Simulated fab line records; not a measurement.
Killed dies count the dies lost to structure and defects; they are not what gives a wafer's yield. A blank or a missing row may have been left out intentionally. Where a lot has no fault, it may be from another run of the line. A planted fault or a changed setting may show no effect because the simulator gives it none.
Which tool was responsible? / flow rit cmos / 13 lots with 39 wafers sampled at 2 steps, on a route of 202 steps

## WHAT THE GAUGES SHOWED, per wafer
No reading from a measuring or inspecting step in the record can be judged against a usual standard deviation.

## WHAT TOOL EACH LOT RAN ON (gives the tool, then ch and the chambers of the sampled wafers, and finally the start)
lot=L319; RIT_SPACER_ETCHBACK_05=rie diel-02 ch 0,3, day 2 22:27; RIT_M1_PROBE_99=-
lot=L320; RIT_SPACER_ETCHBACK_05=rie diel-02 ch 0,3, day 3 05:11; RIT_M1_PROBE_99=-
lot=L321; RIT_SPACER_ETCHBACK_05=rie diel-01 ch 0,1,2, day 3 10:08; RIT_M1_PROBE_99=-
lot=L322; RIT_SPACER_ETCHBACK_05=rie diel-02 ch 0,1,2, day 3 15:05; RIT_M1_PROBE_99=-
lot=L323; RIT_SPACER_ETCHBACK_05=rie diel-04 ch 0,2,3, day 3 19:07; RIT_M1_PROBE_99=-
lot=L326; RIT_SPACER_ETCHBACK_05=rie diel-02 ch 2,3, day 4 08:46; RIT_M1_PROBE_99=prober-01, day 4 19:35
lot=L327; RIT_SPACER_ETCHBACK_05=rie diel-01 ch 0,1,2, day 4 15:23; RIT_M1_PROBE_99=-
lot=L328; RIT_SPACER_ETCHBACK_05=rie diel-04 ch 2,3, day 4 19:37; RIT_M1_PROBE_99=-
lot=L330; RIT_SPACER_ETCHBACK_05=rie diel-02 ch 1,2,3, day 5 05:09; RIT_M1_PROBE_99=prober-02, day 5 20:19
lot=L335; RIT_SPACER_ETCHBACK_05=rie diel-04 ch 0,1,2, day 6 05:50; RIT_M1_PROBE_99=-
lot=L336; RIT_SPACER_ETCHBACK_05=rie diel-01 ch 0,2,3, day 6 11:51; RIT_M1_PROBE_99=-
lot=L337; RIT_SPACER_ETCHBACK_05=rie diel-04 ch 1,2, day 6 22:01; RIT_M1_PROBE_99=prober-01, day 7 09:43
lot=L340; RIT_SPACER_ETCHBACK_05=rie diel-04 ch 0,1,2, day 7 10:01; RIT_M1_PROBE_99=-
- RIT_SPACER_ETCHBACK_05: etches Si3N4 in SF6/CHF3, stops on SiO2, target depth 250 nm, time 240 s.
- RIT_M1_PROBE_99

## WHAT THE TOOLS THEMSELVES READ (means of the sampled wafers that have a number; where no wafer has one, the mark that the record gives instead)
RIT_SPACER_ETCHBACK_05.
lot=L319; tool=rie diel-02; drypump motor current A (A)=5.7; oes product au (a.u.)=0.845; throttle valve pct (%)=10.26
lot=L320; tool=rie diel-02; drypump motor current A (A)=5.7; oes product au (a.u.)=0.846; throttle valve pct (%)=10.26
lot=L321; tool=rie diel-01; drypump motor current A (A)=5.7; oes product au (a.u.)=0.852; throttle valve pct (%)=10.31
lot=L322; tool=rie diel-02; drypump motor current A (A)=5.3; oes product au (a.u.)=0.828; throttle valve pct (%)=10.33
lot=L323; tool=rie diel-04; drypump motor current A (A)=5.5; oes product au (a.u.)=0.838; throttle valve pct (%)=10.29
lot=L326; tool=rie diel-02; drypump motor current A (A)=5.3; oes product au (a.u.)=0.851; throttle valve pct (%)=10.14
lot=L327; tool=rie diel-01; drypump motor current A (A)=5.7; oes product au (a.u.)=0.846; throttle valve pct (%)=10.30
lot=L328; tool=rie diel-04; drypump motor current A (A)=5.5; oes product au (a.u.)=0.831; throttle valve pct (%)=10.15
lot=L330; tool=rie diel-02; drypump motor current A (A)=5.2; oes product au (a.u.)=0.837; throttle valve pct (%)=10.26
lot=L335; tool=rie diel-04; drypump motor current A (A)=5.8; oes product au (a.u.)=0.838; throttle valve pct (%)=10.16
lot=L336; tool=rie diel-01; drypump motor current A (A)=5.4; oes product au (a.u.)=0.851; throttle valve pct (%)=10.21
lot=L337; tool=rie diel-04; drypump motor current A (A)=5.7; oes product au (a.u.)=0.838; throttle valve pct (%)=10.03
lot=L340; tool=rie diel-04; drypump motor current A (A)=5.8; oes product au (a.u.)=0.842; throttle valve pct (%)=10.16

RIT_M1_PROBE_99.
lot=L326; tool=prober-01; killed_at_M0_to_M3=0.0; killed at contacts=0.0; killed at front end=25.3; killed dies=25.3; killed open=4.0; killed short=2.0
lot=L330; tool=prober-02; killed_at_M0_to_M3=0.0; killed at contacts=0.0; killed at front end=19.7; killed dies=19.7; killed open=4.0; killed short=4.0
lot=L337; tool=prober-01; killed_at_M0_to_M3=0.0; killed at contacts=0.0; killed at front end=6.3; killed dies=6.3; killed open=2.3; killed short=4.0

## THE ANSWER, worked out from the rows above alone
Rule: usual is defined by the lots themselves. Put in order of their means at a reading, lots are off if they are a third of the lots or fewer, leave a main group of 4 or more, and stand apart from it by a gap of 3 or more times the standard deviation of the main group's means; of several such gaps the widest counts. A main group is skipped when, at the precision printed for the reading in the tables above, its means are all equal. A lot without any number at a reading at which 4 lots or more have one is off too. Any other lot the step has rows for is counted as sound. The gauges are gone through in route order, then the tools' own readings, and for those a lot's mean is taken as printed above. The first step at which some lot is off is used, and at that step the reading that is off furthest; a lot without a number counts as furthest.
No lot is off on any of the readings shown, so nothing can be concluded from this.

## WHAT THE SIMULATOR PUT IN
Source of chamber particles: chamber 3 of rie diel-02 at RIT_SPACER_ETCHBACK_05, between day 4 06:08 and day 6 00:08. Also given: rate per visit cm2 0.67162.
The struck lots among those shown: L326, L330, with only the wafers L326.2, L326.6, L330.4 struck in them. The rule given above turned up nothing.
